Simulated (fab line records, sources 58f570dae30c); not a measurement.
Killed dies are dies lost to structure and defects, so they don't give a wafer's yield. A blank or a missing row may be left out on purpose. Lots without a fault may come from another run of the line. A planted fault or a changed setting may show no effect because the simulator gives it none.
Chamber matching | flow berkeley_cmos170 | UCB170_ZERO_ETCH_06 on rie_diel-03: 4 sister chambers
The step etches SiO2 in CHF3/CF4/Ar, time 12 s. 4 wafers are shown with their chamber, then 7 later ones without.

WAFERS WITH THEIR CHAMBER
wafer  | chamber | throttle_valve_pct (%)
L161.3 | 0       | 9.20
L162.5 | 3       | 9.10
L164.2 | 1       | 9.33
L164.5 | 2       | 9.08

WAFERS WITHOUT THEIR CHAMBER
wafer  | throttle_valve_pct (%)
L164.6 | 9.09
L165.1 | 9.19
L165.3 | 9.09
L165.6 | 9.31
L172.1 | 9.06
L172.2 | 9.20
L172.4 | 9.31

WHICH CHAMBER EACH WENT THROUGH
wafer  | from the rows above     | in truth
L164.6 | can't be placed: 2 or 3 | 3
L165.1 | 0                       | 0
L165.3 | can't be placed: 2 or 3 | 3
L165.6 | 1                       | 1
L172.1 | can't be placed: 2 or 3 | 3
L172.2 | 0                       | 0
L172.4 | 1                       | 1
Placed correctly: 4 of 7. Can't be placed from these rows: 3 (the true chamber is among the candidates in 3). Placed wrongly: 0.
How it was worked out, from the rows above alone: a wafer's distance from a chamber is the root of the sum, over the readings, of the square of ((its reading less the chamber's mean) divided by the reading's scatter). The wafer belongs to the nearest chamber; if the next one is less than 2 further off, it can't be placed. A chamber's mean is the mean of its shown wafers. The scatter: with one shown wafer a chamber, the root of the mean of the squares of how far each hidden wafer lies from its nearest shown one.
